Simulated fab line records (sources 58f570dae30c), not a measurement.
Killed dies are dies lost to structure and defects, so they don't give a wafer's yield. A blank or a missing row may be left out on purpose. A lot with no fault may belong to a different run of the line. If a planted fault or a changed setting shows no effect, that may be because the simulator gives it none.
Which of the tools did it? + flow berkeleyCmos170 + 13 lots, 39 wafers sampled, at 5 steps of a route of 331

## WHAT THE GAUGES SHOWED, per wafer
UCB170_SACOX_THK_MEAS_02.
| lot  | measured     | on           | SACOX_OXIDE_THK (nm) |
|------|--------------|--------------|----------------------|
| L494 | day 6 08:13  | filmMetro-04 | 14.17 14.09 14.11    |
| L495 | day 6 14:39  | filmMetro-02 | 14.29 14.42 14.32    |
| L497 | day 7 10:11  | filmMetro-02 | 14.26 14.29 14.32    |
| L499 | day 7 10:11  | filmMetro-01 | 14.58 14.66 14.65    |
| L500 | day 7 20:13  | filmMetro-04 | 14.09 14.02 14.02    |
| L501 | day 7 20:13  | filmMetro-02 | 14.56 14.41 14.59    |
| L502 | day 7 20:13  | filmMetro-01 | 13.90 13.93 13.84    |
| L503 | day 8 07:09  | filmMetro-01 | 14.05 14.16 13.88    |
| L506 | day 8 14:36  | filmMetro-04 | 14.44 14.44 14.37    |
| L507 | day 9 03:16  | filmMetro-04 | 14.35 14.23 14.12    |
| L512 | day 10 16:14 | filmMetro-01 | 14.37 14.31 14.15    |
| L513 | day 10 16:15 | filmMetro-04 | 14.31 14.13 14.15    |
| L514 | day 10 16:17 | filmMetro-04 | 14.18 14.28 13.94    |

UCB170_GATE_THK_MEAS_05.
| lot  | measured     | on           | GATE_POLY_THK (nm) |
|------|--------------|--------------|--------------------|
| L494 | day 7 13:32  | filmMetro-02 | 219.3 220.7 219.3  |
| L495 | day 7 21:58  | filmMetro-02 | 222.4 220.4 221.3  |
| L497 | day 8 08:43  | filmMetro-01 | 217.3 219.8 220.3  |
| L499 | day 8 08:42  | filmMetro-02 | 219.2 218.1 217.1  |
| L500 | day 8 22:35  | filmMetro-04 | 221.1 221.4 220.0  |
| L501 | day 8 22:35  | filmMetro-02 | 219.1 219.0 221.1  |
| L502 | day 8 22:34  | filmMetro-01 | 220.2 218.7 219.5  |
| L503 | day 9 08:41  | filmMetro-04 | 217.4 218.6 217.9  |
| L506 | day 9 22:59  | filmMetro-04 | 216.3 218.0 214.2  |
| L507 | day 10 12:31 | filmMetro-04 | 218.5 218.9 216.8  |
| L512 | day 12 02:02 | filmMetro-02 | 219.6 220.3 218.1  |
| L513 | day 12 02:06 | filmMetro-02 | 217.1 215.6 216.5  |
| L514 | day 12 02:01 | filmMetro-01 | 220.4 221.8 221.9  |

UCB170_NLDD_CD_MEAS_06 targets a cd of 1200 nm.
| lot  | measured     | on       | cdNm (nm)            |
|------|--------------|----------|----------------------|
| L494 | day 7 18:57  | cdSem-01 | 1200.0 1199.9 1202.0 |
| L495 | day 8 02:57  | cdSem-02 | 1199.9 1199.8 1199.5 |
| L497 | day 8 14:47  | cdSem-01 | 1199.3 1198.3 1198.1 |
| L499 | day 8 14:23  | cdSem-02 | 1198.5 1197.0 1197.3 |
| L500 | day 9 05:19  | cdSem-01 | 960.1 959.4 958.0    |
| L501 | day 9 04:46  | cdSem-02 | 1200.8 1201.0 1201.0 |
| L502 | day 9 04:44  | cdSem-01 | 1199.7 1202.0 1200.8 |
| L503 | day 9 13:02  | cdSem-01 | 1200.1 1199.6 1197.0 |
| L506 | day 10 04:31 | cdSem-02 | 1201.4 1200.0 1200.5 |
| L507 | day 10 19:32 | cdSem-01 | 1199.3 1197.2 1198.5 |
| L512 | day 12 08:23 | cdSem-02 | 1201.6 1201.1 1199.7 |
| L513 | day 12 09:14 | cdSem-01 | 1200.5 1198.5 1200.1 |
| L514 | day 12 07:14 | cdSem-01 | 1199.8 1201.7 1202.1 |

## WHICH TOOL RAN EACH LOT (tool, then ch and the chambers of the sampled wafers, then the start)
| lot  | UCB170_GATE_ETCH_15             | UCB170_NLDD_EXPOSE_03            |
|------|---------------------------------|----------------------------------|
| L494 | rieSi-02 ch 0,1,2, day 7 15:08  | krfScanner-02 ch 0, day 7 18:34  |
| L495 | rieSi-01 ch 0,1,2, day 7 23:27  | krfScanner-01 ch 0, day 8 02:34  |
| L497 | rieSi-02 ch 1,2,3, day 8 10:29  | krfScanner-01 ch 0, day 8 13:50  |
| L499 | rieSi-02 ch 1,2,3, day 8 09:56  | krfScanner-02 ch 0, day 8 13:20  |
| L500 | rieSi-01 ch 0,3, day 9 00:30    | krfScanner-02 ch 0, day 9 04:37  |
| L501 | rieSi-02 ch 1,2,3, day 9 00:26  | krfScanner-01 ch 0, day 9 04:10  |
| L502 | rieSi-01 ch 0,1,2, day 9 00:18  | krfScanner-02 ch 0, day 9 03:56  |
| L503 | rieSi-02 ch 0,1, day 9 09:58    | krfScanner-02 ch 0, day 9 12:39  |
| L506 | rieSi-02 ch 0,2,3, day 10 00:44 | krfScanner-02 ch 0, day 10 04:07 |
| L507 | rieSi-02 ch 0,1, day 10 14:23   | krfScanner-02 ch 0, day 10 19:08 |
| L512 | rieSi-01 ch 1,2, day 12 04:14   | krfScanner-02 ch 0, day 12 07:20 |
| L513 | rieSi-01 ch 0,1,3, day 12 04:31 | krfScanner-01 ch 0, day 12 08:23 |
| L514 | rieSi-02 ch 0,1,2, day 12 03:58 | krfScanner-01 ch 0, day 12 06:51 |
- UCB170_GATE_ETCH_15: etches poly-Si in HBr/Cl2, stops on SiO2, time 56.3 s, target depth 278.2 nm.
- UCB170_NLDD_EXPOSE_03: exposes mask NSELECT, target cd 1200 nm.

## WHAT THE TOOLS THEMSELVES READ (means of the sampled wafers that have a number; where no wafer has one, the mark that the record gives instead)
UCB170_GATE_ETCH_15.
| lot  | tool     | drypumpMotorCurrentA (A) | oesProductAu (a.u.) | throttleValvePct (%) |
|------|----------|--------------------------|---------------------|----------------------|
| L494 | rieSi-02 | 5.3                      | 0.846               | 26.55                |
| L495 | rieSi-01 | 5.5                      | 0.852               | 26.48                |
| L497 | rieSi-02 | 5.8                      | 0.846               | 26.56                |
| L499 | rieSi-02 | 5.8                      | 0.837               | 26.55                |
| L500 | rieSi-01 | 5.9                      | 0.851               | 26.52                |
| L501 | rieSi-02 | 5.8                      | 0.843               | 26.56                |
| L502 | rieSi-01 | 5.5                      | 0.851               | 26.49                |
| L503 | rieSi-02 | 5.1                      | 0.834               | 26.47                |
| L506 | rieSi-02 | 5.7                      | 0.837               | 26.64                |
| L507 | rieSi-02 | 5.1                      | 0.832               | 26.48                |
| L512 | rieSi-01 | 5.7                      | 0.842               | 26.57                |
| L513 | rieSi-01 | 5.8                      | 0.855               | 26.51                |
| L514 | rieSi-02 | 5.3                      | 0.849               | 26.55                |

## THE ANSWER, worked out from the rows above alone
Rule: the usual values come from the lots themselves. The widest of any qualifying gaps counts: lots, ordered by their means at a reading, are off when they make up no more than a third of the lots, leave a main group of 4 or more, and stand apart from it by 3 or more times the standard deviation of that group's means. A main group is skipped when, at the precision printed for the reading in the tables above, its means are all equal. Also off: a lot with no number at a reading for which 4 or more lots have one. Any other lot the step has rows for is counted as sound. The gauges are gone through in route order, then the tools' own readings, and for those a lot's mean is taken as printed above. The first step at which some lot is off is used, and at that step the reading that is off furthest; a lot without a number counts as furthest.
Off at UCB170_NLDD_CD_MEAS_06 (cdNm): L500. Main group: mean 1199.8 nm, sd 1.2.
A tool fits if, at a process step before that reading, it ran every lot that is off, and no sound lot after the first of them. The gauges at UCB170_NLDD_CD_MEAS_06 are tried like those tools. None of those tried fits.

## WHAT WAS PUT IN BY THE SIMULATOR
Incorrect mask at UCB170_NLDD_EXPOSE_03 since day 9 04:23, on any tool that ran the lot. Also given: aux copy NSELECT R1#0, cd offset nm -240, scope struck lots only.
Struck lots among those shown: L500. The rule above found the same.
